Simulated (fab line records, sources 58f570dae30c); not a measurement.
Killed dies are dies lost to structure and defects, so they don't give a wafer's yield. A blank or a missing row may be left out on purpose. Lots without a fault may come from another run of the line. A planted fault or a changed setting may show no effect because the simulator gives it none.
Which tool did it? | flow berkeley_cmos170 | 14 lots, 42 wafers sampled, at 7 steps of a route of 331

WHAT THE GAUGES READ, wafer by wafer
UCB170_M1_RS_MEAS_01: measures by four-point-probe. Usual: M1_AL_RS 0.0482 ohm/sq, standard deviation 0.00057.
lot  | measured     | on            | M1_AL_RS (ohm/sq)    | flag
L759 | day 7 00:27  | film_metro-01 | 0.0483 0.0476 0.0475 |
L758 | day 7 02:23  | film_metro-01 | 0.0488 0.0484 0.0481 |
L760 | day 7 12:19  | film_metro-04 | 0.0485 0.0489 0.0487 |
L761 | day 7 20:53  | film_metro-01 | 0.0476 0.0475 0.0476 |
L766 | day 9 06:19  | film_metro-04 | 0.0479 0.1460 0.0479 | OFF
L764 | day 9 05:21  | film_metro-04 | 0.0486 0.0476 0.0481 |
L769 | day 10 01:34 | film_metro-03 | 0.0469 0.0471 0.0467 |
L770 | day 10 12:25 | film_metro-01 | 0.0484 0.0481 0.1547 | OFF
L773 | day 10 11:08 | film_metro-03 | 0.0494 0.0487 0.0491 |
L778 | day 11 12:32 | film_metro-01 | 0.0482 0.0477 0.0484 |
L777 | day 11 14:02 | film_metro-03 | 0.0482 0.0481 0.0479 |
L780 | day 11 23:35 | film_metro-03 | 0.0480 0.0480 0.0483 |
L779 | day 11 23:22 | film_metro-04 | 0.0479 0.0476 0.0480 |
L781 | day 12 09:59 | film_metro-04 | 0.0482 0.0478 0.0478 |

UCB170_M1_THK_MEAS_02: measures by xrf. Usual: M1_AL_THK 607 nm, standard deviation 7.7.
lot  | measured     | on            | M1_AL_THK (nm) | flag
L759 | day 7 00:34  | film_metro-01 | 604 617 616    |
L758 | day 7 02:31  | film_metro-01 | 599 606 610    |
L760 | day 7 12:26  | film_metro-04 | 606 592 599    |
L761 | day 7 20:59  | film_metro-01 | 617 617 614    |
L766 | day 9 06:25  | film_metro-04 | 611 207 615    | OFF
L764 | day 9 05:26  | film_metro-04 | 602 616 608    |
L769 | day 10 01:41 | film_metro-03 | 628 623 626    |
L770 | day 10 12:32 | film_metro-01 | 599 605 196    | OFF
L773 | day 10 11:14 | film_metro-03 | 594 603 599    |
L778 | day 11 12:40 | film_metro-01 | 606 608 601    |
L777 | day 11 14:09 | film_metro-03 | 607 608 615    |
L780 | day 11 23:41 | film_metro-03 | 609 608 607    |
L779 | day 11 23:28 | film_metro-04 | 610 614 603    |
L781 | day 12 10:05 | film_metro-04 | 603 613 607    |

UCB170_M2_THK_MEAS_03: measures by xrf. Usual: M2_AL_THK 905 nm, standard deviation 12.
lot  | measured     | on            | M2_AL_THK (nm) | flag
L759 | day 7 08:20  | film_metro-04 | 921 914 902    |
L758 | day 7 11:56  | film_metro-01 | 913 895 902    |
L760 | day 7 22:11  | film_metro-02 | 893 904 901    |
L761 | day 8 07:49  | film_metro-01 | 905 930 918    |
L766 | day 9 17:46  | film_metro-02 | 916 910 914    |
L764 | day 9 17:54  | film_metro-01 | 910 899 914    |
L769 | day 10 12:47 | film_metro-04 | 903 886 928    |
L770 | day 10 22:29 | film_metro-01 | 913 900 895    |
L773 | day 10 20:02 | film_metro-02 | 904 890 885    |
L778 | day 11 22:35 | film_metro-02 | 894 920 913    |
L777 | day 11 22:44 | film_metro-01 | 923 895 907    |
L780 | day 12 11:41 | film_metro-01 | 899 892 900    |
L779 | day 12 11:31 | film_metro-02 | 908 904 911    |
L781 | day 12 18:17 | film_metro-02 | 894 897 903    |

WHICH TOOL RAN EACH LOT (tool, then ch and the chambers of the sampled wafers, then the start)
lot  | UCB170_PVT_STRIP_08                  | UCB170_GATE_ETCH_14                | UCB170_M1_SPUTTER_00         | UCB170_M1_METAL_ETCH_12
L759 | plasma_asher-02 ch 1, day 5 11:10    | rie_diel-04 ch 1,2,3, day 6 02:04  | pvd_sputter-01, day 7 00:22  | rie_metal-04 ch 0,1, day 7 02:17
L758 | plasma_asher-02 ch 0,1, day 5 11:52  | rie_diel-04 ch 0,1,3, day 6 03:08  | pvd_sputter-03, day 7 02:20  | rie_metal-02 ch 0,1, day 7 04:16
L760 | plasma_asher-02 ch 0,1, day 6 03:05  | rie_diel-04 ch 1,3, day 6 17:40    | pvd_sputter-04, day 7 12:16  | rie_metal-03 ch 1, day 7 13:32
L761 | plasma_asher-01 ch 0,1, day 6 06:43  | rie_diel-01 ch 0,2, day 6 20:56    | pvd_sputter-03, day 7 20:48  | rie_metal-02 ch 0,1, day 7 22:42
L766 | plasma_asher-04 ch 1, day 7 07:59    | rie_diel-04 ch 0,2, day 7 22:52    | pvd_sputter-03, day 9 06:14  | rie_metal-02 ch 0,1, day 9 07:31
L764 | plasma_asher-02 ch 0,1, day 7 08:23  | rie_diel-01 ch 0,1, day 7 22:43    | pvd_sputter-01, day 9 05:14  | rie_metal-03 ch 0,1, day 9 06:56
L769 | plasma_asher-01 ch 0, day 8 01:14    | rie_diel-03 ch 1,3, day 8 15:01    | pvd_sputter-01, day 10 01:31 | rie_metal-04 ch 0,1, day 10 03:12
L770 | plasma_asher-01 ch 0,1, day 8 15:05  | rie_diel-04 ch 0,2,3, day 9 08:49  | pvd_sputter-03, day 10 12:21 | rie_metal-04 ch 0,1, day 10 13:53
L773 | plasma_asher-04 ch 0,1, day 8 15:24  | rie_diel-03 ch 0,2,3, day 9 08:47  | pvd_sputter-04, day 10 11:02 | rie_metal-03 ch 0,1, day 10 12:32
L778 | plasma_asher-01 ch 0,1, day 9 22:44  | rie_diel-03 ch 0,1, day 10 14:21   | pvd_sputter-04, day 11 12:29 | rie_metal-02 ch 0,1, day 11 14:05
L777 | plasma_asher-04 ch 0,1, day 9 23:13  | rie_diel-04 ch 0,1,2, day 10 14:05 | pvd_sputter-04, day 11 13:58 | rie_metal-02 ch 0,1, day 11 15:22
L780 | plasma_asher-01 ch 0,1, day 10 10:52 | rie_diel-03 ch 1,2, day 11 00:59   | pvd_sputter-04, day 11 23:30 | rie_metal-03 ch 0,1, day 12 01:35
L779 | plasma_asher-02 ch 0,1, day 10 11:26 | rie_diel-01 ch 0,1, day 11 00:53   | pvd_sputter-01, day 11 23:16 | rie_metal-04 ch 1, day 12 01:33
L781 | plasma_asher-04 ch 0,1, day 10 20:34 | rie_diel-01 ch 0,1, day 11 12:02   | pvd_sputter-01, day 12 09:53 | rie_metal-02 ch 0,1, day 12 11:26
- UCB170_PVT_STRIP_08: strips in O2.
- UCB170_GATE_ETCH_14: etches BARC in N2/H2.
- UCB170_M1_SPUTTER_00: material Al, target thk 600 nm, time 80 s.
- UCB170_M1_METAL_ETCH_12: etches Al in Cl2/BCl3, stops on PSG, target depth 780 nm, time 130 s.

WHAT THE TOOLS THEMSELVES READ (means of the sampled wafers that have a number; where no wafer has one, the mark that the record gives instead)
UCB170_PVT_STRIP_08. Usual: drypump_motor_current_A 5.8 A, standard deviation 0.49; oes_product_au 0.734 a.u., standard deviation 0.0042; strip_time_to_endpoint_s 21.60 s, standard deviation 0.068.
lot  | tool            | drypump_motor_current_A (A) | oes_product_au (a.u.) | strip_time_to_endpoint_s (s) | flag
L759 | plasma_asher-02 | 5.7                         | 0.734                 | 21.69                        |
L758 | plasma_asher-02 | 5.6                         | 0.733                 | 21.53                        |
L760 | plasma_asher-02 | 5.6                         | 0.736                 | 21.66                        |
L761 | plasma_asher-01 | 6.4                         | 0.734                 | 21.53                        |
L766 | plasma_asher-04 | 5.1                         | 0.735                 | 21.65                        |
L764 | plasma_asher-02 | 5.6                         | 0.734                 | 21.71                        |
L769 | plasma_asher-01 | 6.6                         | 0.735                 | 21.55                        |
L770 | plasma_asher-01 | 6.4                         | 0.731                 | 21.60                        |
L773 | plasma_asher-04 | 5.1                         | 0.733                 | 21.63                        |
L778 | plasma_asher-01 | 6.1                         | 0.732                 | 21.47                        |
L777 | plasma_asher-04 | 5.1                         | 0.732                 | 21.55                        |
L780 | plasma_asher-01 | 6.4                         | 0.734                 | 21.55                        |
L779 | plasma_asher-02 | 5.6                         | 0.730                 | 21.58                        |
L781 | plasma_asher-04 | 5.1                         | 0.736                 | 21.60                        |

UCB170_GATE_ETCH_14. Usual: drypump_motor_current_A 5.7 A, standard deviation 0.39; oes_product_au 1.01 a.u., standard deviation 0.036; throttle_valve_pct 13.37 %, standard deviation 0.22.
lot  | tool        | drypump_motor_current_A (A) | oes_product_au (a.u.) | throttle_valve_pct (%) | flag
L759 | rie_diel-04 | 5.4                         | 1.01                  | 13.14                  |
L758 | rie_diel-04 | 5.5                         | 1.00                  | 13.18                  |
L760 | rie_diel-04 | 5.1                         | 1.02                  | 13.18                  |
L761 | rie_diel-01 | 5.9                         | 0.99                  | 13.31                  |
L766 | rie_diel-04 | 6.0                         | 0.98                  | 13.34                  |
L764 | rie_diel-01 | 5.9                         | 1.02                  | 13.52                  |
L769 | rie_diel-03 | 5.3                         | 1.01                  | 13.24                  |
L770 | rie_diel-04 | 5.8                         | 1.00                  | 13.14                  |
L773 | rie_diel-03 | 5.4                         | 0.97                  | 13.53                  |
L778 | rie_diel-03 | 5.5                         | 0.98                  | 13.49                  |
L777 | rie_diel-04 | 5.6                         | 0.99                  | 13.34                  |
L780 | rie_diel-03 | 5.5                         | 1.03                  | 13.36                  |
L779 | rie_diel-01 | 5.8                         | 1.03                  | 13.55                  |
L781 | rie_diel-01 | 5.9                         | 1.01                  | 13.53                  |

UCB170_M1_SPUTTER_00. Usual: throttle_valve_pct 29.3 %, standard deviation 0.85.
lot  | tool           | throttle_valve_pct (%) | flag
L759 | pvd_sputter-01 | 29.4                   |
L758 | pvd_sputter-03 | 29.5                   |
L760 | pvd_sputter-04 | 29.5                   |
L761 | pvd_sputter-03 | 29.3                   |
L766 | pvd_sputter-03 | 29.2                   |
L764 | pvd_sputter-01 | 30.0                   |
L769 | pvd_sputter-01 | 30.0                   |
L770 | pvd_sputter-03 | 28.9                   |
L773 | pvd_sputter-04 | 29.2                   |
L778 | pvd_sputter-04 | 29.3                   |
L777 | pvd_sputter-04 | 29.1                   |
L780 | pvd_sputter-04 | 29.1                   |
L779 | pvd_sputter-01 | 29.4                   |
L781 | pvd_sputter-01 | 29.3                   |

UCB170_M1_METAL_ETCH_12. Usual: drypump_motor_current_A 5.9 A, standard deviation 0.48; oes_product_au 0.863 a.u., standard deviation 0.013; throttle_valve_pct 24.46 %, standard deviation 0.2.
lot  | tool         | drypump_motor_current_A (A) | oes_product_au (a.u.) | throttle_valve_pct (%) | flag
L759 | rie_metal-04 | 6.4                         | 0.874                 | 24.71                  |
L758 | rie_metal-02 | 5.4                         | 0.852                 | 24.37                  |
L760 | rie_metal-03 | 5.7                         | 0.865                 | 24.21                  |
L761 | rie_metal-02 | 5.3                         | 0.858                 | 24.48                  |
L766 | rie_metal-02 | 5.3                         | 0.748                 | 24.52                  | OFF
L764 | rie_metal-03 | 6.1                         | 0.870                 | 24.33                  |
L769 | rie_metal-04 | 6.3                         | 0.885                 | 24.70                  |
L770 | rie_metal-04 | 6.3                         | 0.763                 | 24.77                  | OFF
L773 | rie_metal-03 | 6.1                         | 0.859                 | 24.33                  |
L778 | rie_metal-02 | 5.3                         | 0.848                 | 24.47                  |
L777 | rie_metal-02 | 5.4                         | 0.860                 | 24.36                  |
L780 | rie_metal-03 | 5.9                         | 0.869                 | 24.27                  |
L779 | rie_metal-04 | 6.5                         | 0.874                 | 24.52                  |
L781 | rie_metal-02 | 5.3                         | 0.856                 | 24.47                  |

THE ANSWER, worked out from the rows above alone
Rule: a lot is off if the mean of its wafers that have a number lies more than 3 standard deviations from the usual mean. A lot without any number at a reading at which 4 lots or more have one is off too. The other lots that the step has rows for count as sound. The gauges are gone through in route order, then the tools' own readings, and for those a lot's mean is taken as printed above. The first step at which some lot is off is used, and at that step the reading that is off furthest; a lot without a number counts as furthest.
Off: L766, L770, at UCB170_M1_RS_MEAS_01 (M1_AL_RS).
A tool fits if, at a process step before that reading, it ran every lot that is off, and no sound lot after the first of them. The gauges at UCB170_M1_RS_MEAS_01 aren't tried: what is off there is off at UCB170_M1_METAL_ETCH_12 too, on other tools, and a gauge's error can't cause that. One fits: pvd_sputter-03 at UCB170_M1_SPUTTER_00. Its last sound lot is L761 (day 7 20:48), its first lot that is off L766 (day 9 06:14): a fault that began between those two fits.

WHAT THE SIMULATOR HAD PUT IN
Process parameter drift: pvd_sputter-03, from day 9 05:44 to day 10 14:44, at UCB170_M1_SPUTTER_00. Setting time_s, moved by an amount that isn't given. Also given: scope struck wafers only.
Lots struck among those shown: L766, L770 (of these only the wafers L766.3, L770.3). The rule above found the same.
